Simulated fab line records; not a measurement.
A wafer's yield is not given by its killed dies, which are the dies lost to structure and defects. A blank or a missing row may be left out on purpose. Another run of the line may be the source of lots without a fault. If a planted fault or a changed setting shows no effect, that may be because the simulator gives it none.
Struck lot and sound lot, side by side -- flow berkeley cmos170 -- 15 out of 331 route steps
Sound: wafers L908.2, L908.5, L908.6. Struck: wafers L915.2, L915.4, L915.5. The cause is given at the end.
Per side, at each step with rows, come the tool, then ch with its chambers, and then its first start. Under that, the readings that differ: sound wafers -- struck wafers -- difference of the means -- sigmas: that difference in standard deviations of wafers without a fault.
alike: words and numbers the same on both sides, and readings whose means are apart by under 2 such deviations; not compared: readings that were withheld, readings missing a value for some wafer, numbers with overlapping values and no deviation given by the record, and bounds like >300 which may hide the same value.
The two part at a step that has a row with sigmas, a row that says differs or no value, or rows on one side only. Numbers that don't overlap but have no deviation are shown without sigmas and don't part them. A reading that every wafer of one side lacks parts them only if that side has two wafers or more.

first, 3 steps without rows for these wafers: UCB170_NLDD_EXPOSE_03 (exposes mask NSELECT, target cd 1200 nm); UCB170_NLDD_PEB_04; UCB170_NLDD_DEVELOP_05 (develop time 45 s).
UCB170_NLDD_CD_MEAS_06 targets a cd of 1200 nm.
  struck on cd sem-02, day 9 20:16; sound on cd sem-01, day 8 06:45
  alike: cd nm
UCB170_NLDD_OVL_MEAS_07:
  struck on overlay-02, day 9 20:22; sound on overlay-02, day 8 06:52
  alike: NLDD_OVL
then, 2 steps without rows for these wafers: UCB170_NLDD_IMPLANT_08; UCB170_NLDD_IMPLANT_09.
UCB170_NLDD_STRIP_10: strips in O2.
  sound on plasma asher-01 ch 0,1, day 8 07:11; struck on plasma asher-01 ch 1, day 9 20:42
  alike: drypump motor current A, oes product au, strip time to endpoint s
  not compared: rf hours counter h
UCB170_NLDD_TW_MEAS_11:
  struck on film metro-03, day 9 20:49; sound on film metro-03, day 8 07:18
  alike: NLDD_TW
then, 1 step without rows for these wafers: UCB170_NLDD_CLEAN_12 (cleans in SPM, time 600 s).
UCB170_SPACER_CVD_00: deposits SiO2 from TEOS/O2, target thk 376 nm, time 47 s.
  sound on pecvd-04 ch 1,2, day 8 07:31; struck on pecvd-01 ch 0,1,2, day 9 21:02
  alike: heater power w, pressure mtorr
UCB170_SPACER_THK_MEAS_01:
  struck on film metro-04, day 9 21:05; sound on film metro-04, day 8 07:35
  alike: SPACER_TEOS_THK
UCB170_SPACER_ANNEAL_02: time 1800 s.
  sound on furnace-03 ch 0, day 8 08:35; struck on furnace-03 ch 0, day 10 01:27
UCB170_SPACER_ETCHBACK_03: etches SiO2 in CHF3/CF4/Ar, stops on Si, target depth 376 nm, time 100 s.
  sound on rie diel-01 ch 0,2,3, day 8 10:05; struck on rie diel-04 ch 1,2,3, day 10 02:57
  alike: drypump motor current A, mfc ar sccm, oes product au, throttle valve pct
  not compared: rf hours counter h
UCB170_M3_PROBE_99:
  record: rows for the struck wafers here (prober-02, day 11 08:52), none for the sound ones

== WHERE THEY PART ==
Only at UCB170_M3_PROBE_99, as far as this record shows.

WHY: what had been put in by the simulator
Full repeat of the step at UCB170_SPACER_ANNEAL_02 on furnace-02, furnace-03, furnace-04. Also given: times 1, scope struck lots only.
